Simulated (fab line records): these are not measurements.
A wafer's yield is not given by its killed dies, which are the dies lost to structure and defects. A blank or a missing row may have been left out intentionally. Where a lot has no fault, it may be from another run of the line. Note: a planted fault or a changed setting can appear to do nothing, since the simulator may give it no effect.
The tool behind it: which one?	flow berkeleyCmos170	42 wafers from 14 lots sampled at 2 of the route's 331 steps

## WHAT THE GAUGES SHOWED, per wafer
UCB170_ACTIVE_CD_MEAS_90: target cd 1200 nm.
lot	measured	on	cdNm (nm)
L473	day 4 14:02	cdSem-01	1199.8 1200.0 1198.7
L474	day 4 14:17	cdSem-01	1199.5 1199.6 1199.1
L475	day 5 08:29	cdSem-01	1199.8 1200.9 1201.0
L476	day 5 08:37	cdSem-02	1197.7 1198.4 1198.6
L478	day 5 13:34	cdSem-01	1202.1 1201.1 1200.2
L479	day 6 06:06	cdSem-02	1199.7 1198.4 1199.3
L481	day 6 06:12	cdSem-01	1199.8 1201.2 1199.4
L480	day 6 06:23	cdSem-01	1201.1 1201.3 1199.8
L486	day 7 13:21	cdSem-02	1202.4 1201.7 1201.7
L488	day 7 20:01	cdSem-01	1196.9 1195.7 1195.8
L492	day 8 19:11	cdSem-01	1200.1 1200.4 1201.0
L493	day 8 19:24	cdSem-02	1200.3 1200.9 1201.2
L495	day 9 03:38	cdSem-01	1200.6 1200.0 1200.2
L496	day 9 03:59	cdSem-02	1199.5 1200.9 1199.9

UCB170_PLDD_OVL_MEAS_07.
lot	measured	on	PLDD_OVL (nm)
L473	day 6 16:50	overlay-02	11 10 4
L474	day 6 16:27	overlay-02	7 -1 6
L475	day 7 16:40	overlay-01	4 3 -2
L476	day 7 16:26	overlay-01	3 10 13
L478	day 7 20:59	overlay-01	6 6 1
L479	day 8 19:53	overlay-02	5 5 0
L481	day 8 18:30	overlay-01	8 0 -3
L480	day 8 19:39	overlay-01	6 5 6
L486	day 10 00:34	overlay-01	5 6 8
L488	day 10 07:19	overlay-02	-1 5 1
L492	day 11 04:14	overlay-01	8 5 6
L493	day 11 03:59	overlay-02	-1 0 -3
L495	day 11 12:14	overlay-02	-6 -4 -2
L496	day 11 12:19	overlay-02	-12 -7 -12

## TOOL THAT RAN EACH LOT (tool first, then ch and the chambers of the sampled wafers, then the start)
Before these readings, the record contains no process step.

## AS READ BY THE TOOLS THEMSELVES (means over the sampled wafers that have a number; for cases with no such wafer, the mark the record gives instead)
The record holds no such reading with a usual standard deviation.

## THE ANSWER, worked out from the rows above alone
Rule: what is usual is taken from the lots themselves. The widest of any qualifying gaps counts: lots, ordered by their means at a reading, are off when they make up no more than a third of the lots, leave a main group of 4 or more, and stand apart from it by 3 or more times the standard deviation of that group's means. Not used: any main group whose means are identical at the precision the tables above print for the reading. Also off: a lot with no number at a reading for which 4 or more lots have one. Any other lot the step has rows for is counted as sound. The gauges are gone through in route order, then the tools' own readings, and for those a lot's mean is taken as printed above. The first step at which some lot is off is used, and at that step the reading that is off furthest; a lot without a number counts as furthest.
Nothing can be told from this: no lot is off at any reading shown.

## WHAT THE SIMULATOR HAD PUT IN
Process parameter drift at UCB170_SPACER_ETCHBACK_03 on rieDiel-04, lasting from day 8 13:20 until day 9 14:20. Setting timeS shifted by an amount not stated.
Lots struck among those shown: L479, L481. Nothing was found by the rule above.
